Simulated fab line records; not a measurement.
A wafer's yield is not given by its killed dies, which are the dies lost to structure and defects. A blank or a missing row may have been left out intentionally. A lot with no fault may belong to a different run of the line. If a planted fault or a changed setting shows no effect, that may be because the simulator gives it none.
Matching of chambers -- flow berkeley-cmos170 -- UCB170_GATE_ETCH_15 on rie-si-01: 4 sister chambers
The step etches poly-Si in HBr/Cl2, stops on SiO2, time 56.3 s, target depth 278.2 nm. 4 wafers are shown with their chamber, then 7 later ones without.

## WAFERS, EACH WITH ITS CHAMBER
wafer,chamber,throttle-valve-pct (%)
L169.2,3,26.1
L171.5,1,26.3
L178.1,2,26.6
L178.2,0,26.5

## WAFERS WITHOUT THEIR CHAMBER
wafer,throttle-valve-pct (%)
L178.3,26.3
L183.1,26.3
L183.4,26.6
L183.5,26.3
L186.2,26.0
L186.3,26.5
L186.4,26.6

## WHICH CHAMBER EACH ONE RAN IN
wafer,from the rows above,in truth
L178.3,1,1
L183.1,1,1
L183.4,2,2
L183.5,1,1
L186.2,3,3
L186.3,0,0
L186.4,2,2
Correctly placed: 7 of 7. Left unplaced by these rows: 0. Number placed wrongly: 0.
How it was worked out, from the rows above alone: a wafer's distance from a chamber is the root of the sum, over the readings, of the square of ((its reading less the chamber's mean) divided by the reading's scatter). If the next closest chamber is less than 2 further off than the closest, the wafer can't be placed; otherwise it belongs to the closest. Each chamber's mean is taken over the wafers shown for it. The scatter: root of mean squared gap, hidden wafer to nearest shown wafer, with one shown wafer a chamber.
